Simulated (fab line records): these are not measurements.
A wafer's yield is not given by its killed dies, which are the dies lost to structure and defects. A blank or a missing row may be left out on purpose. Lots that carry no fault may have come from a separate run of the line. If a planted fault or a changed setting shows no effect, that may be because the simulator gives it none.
Which tool did it? | flow rit_cmos | Sampling: 14 lots, 42 wafers, 3 of 202 route steps

## WHAT THE GAUGES SHOWED, per wafer
RIT_CONTACT_THK_MEAS_01.
lot  | measured    | on            | CONTACT_TEOS_THK (nm)
L920 | day 3 03:53 | film_metro-03 | 396 399 409
L921 | day 3 07:33 | film_metro-04 | 401 397 400
L922 | day 3 13:07 | film_metro-04 | 401 409 404
L923 | day 3 18:07 | film_metro-04 | 395 402 402
L926 | day 4 09:31 | film_metro-03 | 409 404 416
L927 | day 4 14:16 | film_metro-03 | 397 390 401
L929 | day 5 00:49 | film_metro-02 | 401 406 409
L931 | day 5 10:47 | film_metro-04 | 0 0 0
L932 | day 5 14:32 | film_metro-02 | 0 0 0
L939 | day 7 01:01 | film_metro-02 | 397 400 396
L940 | day 7 07:23 | film_metro-03 | 401 401 410
L941 | day 7 11:00 | film_metro-04 | 399 394 406
L942 | day 7 18:11 | film_metro-02 | 393 388 400
L943 | day 7 22:35 | film_metro-03 | 398 407 400

RIT_CONTACT_CD_MEAS_90 targets a cd of 1000 nm.
lot  | measured    | on        | cd_nm (nm)
L920 | day 3 05:35 | cd_sem-01 | 999.6 998.4 998.4
L921 | day 3 09:22 | cd_sem-01 | 1002.8 1000.1 1000.5
L922 | day 3 14:58 | cd_sem-01 | 999.9 1002.7 1001.1
L923 | day 3 19:56 | cd_sem-01 | 996.1 994.9 996.1
L926 | day 4 11:13 | cd_sem-01 | 998.7 999.1 999.1
L927 | day 4 15:58 | cd_sem-01 | 999.4 998.4 998.3
L929 | day 5 02:44 | cd_sem-01 | 998.5 998.9 998.1
L931 | day 5 12:37 | cd_sem-01 | - - -
L932 | day 5 16:28 | cd_sem-01 | - - -
L939 | day 7 02:58 | cd_sem-01 | 998.2 998.5 1002.8
L940 | day 7 09:22 | cd_sem-01 | 995.5 993.9 997.9
L941 | day 7 12:42 | cd_sem-01 | 1001.3 1002.2 1000.8
L942 | day 7 19:53 | cd_sem-01 | 998.5 999.0 997.7
L943 | day 8 00:26 | cd_sem-01 | 1005.5 1003.2 1004.1

## WHAT TOOL EACH LOT RAN ON (gives the tool, then ch and the chambers of the sampled wafers, and finally the start)
lot  | RIT_CONTACT_CVD_00
L920 | pecvd-02 ch 0,2, day 3 03:50
L921 | pecvd-03 ch 0,2, day 3 07:29
L922 | pecvd-01 ch 0,1,2, day 3 13:04
L923 | pecvd-02 ch 1,2, day 3 18:04
L926 | pecvd-02 ch 1,2, day 4 09:26
L927 | pecvd-03 ch 0,2, day 4 14:13
L929 | pecvd-02 ch 1,2, day 5 00:45
L931 | pecvd-01 ch 0,1, day 5 10:43
L932 | pecvd-02 ch 0,1, day 5 14:29
L939 | pecvd-03 ch 0,1,2, day 7 00:58
L940 | pecvd-01 ch 0,1, day 7 07:19
L941 | pecvd-02 ch 0,1,2, day 7 10:57
L942 | pecvd-03 ch 0,2, day 7 18:08
L943 | pecvd-01 ch 0,2, day 7 22:31
- RIT_CONTACT_CVD_00: deposits SiO2 from TEOS, target thk 400 nm, time 61 s.

## WHAT THE TOOLS THEMSELVES READ (means of the sampled wafers that have a number; where no wafer has one, the mark that the record gives instead)
RIT_CONTACT_CVD_00.
lot  | tool     | heater_power_w (W) | rf_fwd_power_W (W)
L920 | pecvd-02 | 399                | 395.3
L921 | pecvd-03 | 278                | 395.7
L922 | pecvd-01 | 296                | 396.8
L923 | pecvd-02 | 314                | 395.9
L926 | pecvd-02 | 317                | 396.0
L927 | pecvd-03 | 293                | 395.9
L929 | pecvd-02 | 353                | 395.9
L931 | pecvd-01 | -                  | -
L932 | pecvd-02 | -                  | -
L939 | pecvd-03 | 271                | 397.2
L940 | pecvd-01 | 283                | 397.6
L941 | pecvd-02 | 361                | 394.9
L942 | pecvd-03 | 275                | 395.4
L943 | pecvd-01 | 348                | 395.3

## THE ANSWER, worked out from the rows above alone
Rule: the usual values come from the lots themselves. Put in order of their means at a reading, lots are off if they are a third of the lots or fewer, leave a main group of 4 or more, and stand apart from it by a gap of 3 or more times the standard deviation of the main group's means; of several such gaps the widest counts. Not used: any main group whose means are identical at the precision the tables above print for the reading. A lot without any number at a reading at which 4 lots or more have one is off too. All remaining lots with rows at the step are treated as sound. Order of review: gauges by route order, followed by the tools' own readings, for which a lot's mean as printed above is used. At the first step where some lot is off, the reading lying furthest off is the one used; lots without a number count as furthest.
Off: L931, L932, seen at RIT_CONTACT_THK_MEAS_01 (CONTACT_TEOS_THK). Mean 401 nm and standard deviation 4.2 in the main group.
A tool fits if, at a process step before that reading, it ran every lot that is off, and no sound lot after the first of them. Not tried: the gauges at RIT_CONTACT_THK_MEAS_01; whatever is off there is also off at RIT_CONTACT_CD_MEAS_90, on other tools, and gauge error can't account for it. Not one of the candidates tried fits.

## WHAT HAD BEEN PUT IN BY THE SIMULATOR
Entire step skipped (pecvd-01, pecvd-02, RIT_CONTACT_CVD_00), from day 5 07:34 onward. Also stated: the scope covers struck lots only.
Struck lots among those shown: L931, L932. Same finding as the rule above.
